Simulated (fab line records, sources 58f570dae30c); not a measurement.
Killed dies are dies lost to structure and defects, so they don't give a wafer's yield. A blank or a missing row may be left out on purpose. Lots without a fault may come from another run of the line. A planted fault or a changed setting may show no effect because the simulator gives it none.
Chamber matching | flow berkeley_cmos170 | UCB170_V1_CMP_02 on cmp-02: 4 sister chambers
The step polishes SiO2. 8 wafers are shown with their chamber, then 9 later ones without.

WAFERS WITH THEIR CHAMBER
wafer  | chamber | motor_current_A (A)
L353.3 | 2       | 15.9
L354.3 | 1       | 13.9
L354.6 | 0       | 15.7
L360.1 | 1       | 14.5
L357.1 | 2       | 16.1
L363.4 | 3       | 16.5
L363.5 | 0       | 15.4
L363.6 | 3       | 16.6

WAFERS WITHOUT THEIR CHAMBER
wafer  | motor_current_A (A)
L367.2 | 15.3
L367.3 | 16.6
L367.4 | 16.5
L372.1 | 17.4
L372.2 | 16.6
L372.5 | 14.9
L374.3 | 13.8
L374.4 | 14.7
L374.5 | 13.6

WHICH CHAMBER EACH WENT THROUGH
wafer  | from the rows above          | in truth
L367.2 | can't be placed: 0 or 2      | 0
L367.3 | 3                            | 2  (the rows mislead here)
L367.4 | can't be placed: 3 or 2      | 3
L372.1 | 3                            | 3
L372.2 | 3                            | 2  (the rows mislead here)
L372.5 | can't be placed: 0 or 1 or 2 | 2
L374.3 | 1                            | 1
L374.4 | can't be placed: 1 or 0      | 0
L374.5 | 1                            | 1
Placed correctly: 3 of 9. Can't be placed from these rows: 4 (the true chamber is among the candidates in 4). Placed wrongly: 2.
How it was worked out, from the rows above alone: a wafer's distance from a chamber is the root of the sum, over the readings, of the square of ((its reading less the chamber's mean) divided by the reading's scatter). The wafer belongs to the nearest chamber; if the next one is less than 2 further off, it can't be placed. A chamber's mean is the mean of its shown wafers. The scatter: the root of (the sum of the squares of (reading less its chamber's mean) over the shown wafers, divided by (wafers less chambers)).
